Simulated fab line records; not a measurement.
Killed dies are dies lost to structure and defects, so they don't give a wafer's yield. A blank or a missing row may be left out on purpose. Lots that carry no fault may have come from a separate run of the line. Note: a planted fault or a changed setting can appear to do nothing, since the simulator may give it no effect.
A struck lot beside a sound one ; flow berkeley_cmos170 ; 16 steps out of a route of 331
Sound: wafers L431.2, L431.4, L431.6. Struck: wafers L438.4, L438.5 (left out: L438.6, a lot-mate that was not struck); the cause follows at the end.
Order at every step that has rows: each side's tool, ch and its chambers, its first start. Under that, the readings that differ: sound wafers ; struck wafers ; difference of the means ; sigmas: that difference in standard deviations of wafers without a fault.
alike: readings with means less than 2 such deviations apart, plus words and numbers identical on both sides. not compared: withheld readings, readings lacking a value on some wafer, bounds such as >300 that could conceal the same value, and numbers that have no deviation in the record and whose values overlap.
Wherever a step has rows on one side only, a row that says differs or no value, or a row with sigmas, the two part there. When numbers do not overlap yet have no deviation, they are printed without sigmas and do not part them. Lack of a reading on every wafer of one side parts them only where that side has two or more wafers.

first, 1 step without rows for these wafers: UCB170_M2_SOFTBAKE_06 (time 60 s).
UCB170_M2_STRIP_07: strips in O2.
  sound on plasma_asher-04 ch 0,1, day 8 04:14; struck on plasma_asher-02 ch 0,1, day 10 00:16
  alike: drypump_motor_current_A, oes_product_au, strip_time_to_endpoint_s
  not compared: rf_hours_counter_h
then, 7 steps without rows for these wafers: UCB170_M2_STRIP_08 (strips KrF in DMSO, time 600 s); UCB170_M2_COAT_09; UCB170_M2_COAT_10 (resist thk 900 nm); UCB170_M2_SOFTBAKE_11 (time 60 s); UCB170_M2_EXPOSE_12 (exposes mask METAL2, target cd 700 nm); UCB170_M2_PEB_13; UCB170_M2_DEVELOP_14 (develop time 45 s).
UCB170_M2_CD_MEAS_15 targets a cd of 700 nm.
  struck on cd_sem-02, day 10 01:57; sound on cd_sem-02, day 8 07:01
  alike: cd_nm
UCB170_M2_OVL_MEAS_16:
  struck on overlay-01, day 10 02:02; sound on overlay-02, day 8 07:08
  alike: M2_OVL
UCB170_M2_ETCH_17: etches BARC in N2/H2.
  sound on rie_diel-04 ch 2,3, day 8 07:10; struck on rie_diel-02 ch 0,3, day 10 02:03
  alike: drypump_motor_current_A, oes_product_au, throttle_valve_pct
UCB170_M2_METAL_ETCH_18: etches Al in Cl2/BCl3, stops on SiO2, target depth 1170 nm, time 195 s.
  sound on rie_metal-02 ch 0,1, day 8 07:12; struck on rie_metal-02 ch 0, day 10 02:09
reading;sound;struck;difference;sigmas
model.KrF_of_M2_COAT_10.thk_nm (nm);183.1 216.7 178;348.6 353.1;+158.3;
model.SiO2_of_V1_CVD_00.thk_nm (nm);937.1 939.8 937.4;949.7 951.3;+12.4;
model.M2.cd_nm (nm);692.3 701.2 692.6;702.7 707;+9.5;
  alike: drypump_motor_current_A, oes_product_au, throttle_valve_pct
  not compared: rf_hours_counter_h
UCB170_M2_STRIP_19: strips in O2.
  sound on plasma_asher-04 ch 0,1, day 8 07:23; struck on plasma_asher-03 ch 0,1, day 10 02:19
reading;sound;struck;difference;sigmas
oes_product_au (a.u.);0.512 0.549 0.504;0.678 0.696;+0.165;+10
  alike: drypump_motor_current_A
  not compared: rf_hours_counter_h
UCB170_M2_CD_MEAS_90 targets a cd of 700 nm.
  struck on cd_sem-02, day 10 02:26; sound on cd_sem-02, day 8 07:31
reading;sound;struck;difference;sigmas
cd_nm (nm);692 701 693;703 707;+10;+3
UCB170_V2_CVD_00: deposits SiO2 from TEOS/O2, target thk 2000 nm, time 250 s.
  sound on pecvd-04 ch 1,2, day 8 07:37; struck on pecvd-02 ch 0,1, day 10 02:34
  alike: heater_power_w

WHERE THEY PART
Earliest at UCB170_M2_STRIP_19; latest, in this record, at UCB170_M2_CD_MEAS_90. Later steps at which nothing parts them and some readings are alike: UCB170_V2_CVD_00.

WHY: what the simulator had put in
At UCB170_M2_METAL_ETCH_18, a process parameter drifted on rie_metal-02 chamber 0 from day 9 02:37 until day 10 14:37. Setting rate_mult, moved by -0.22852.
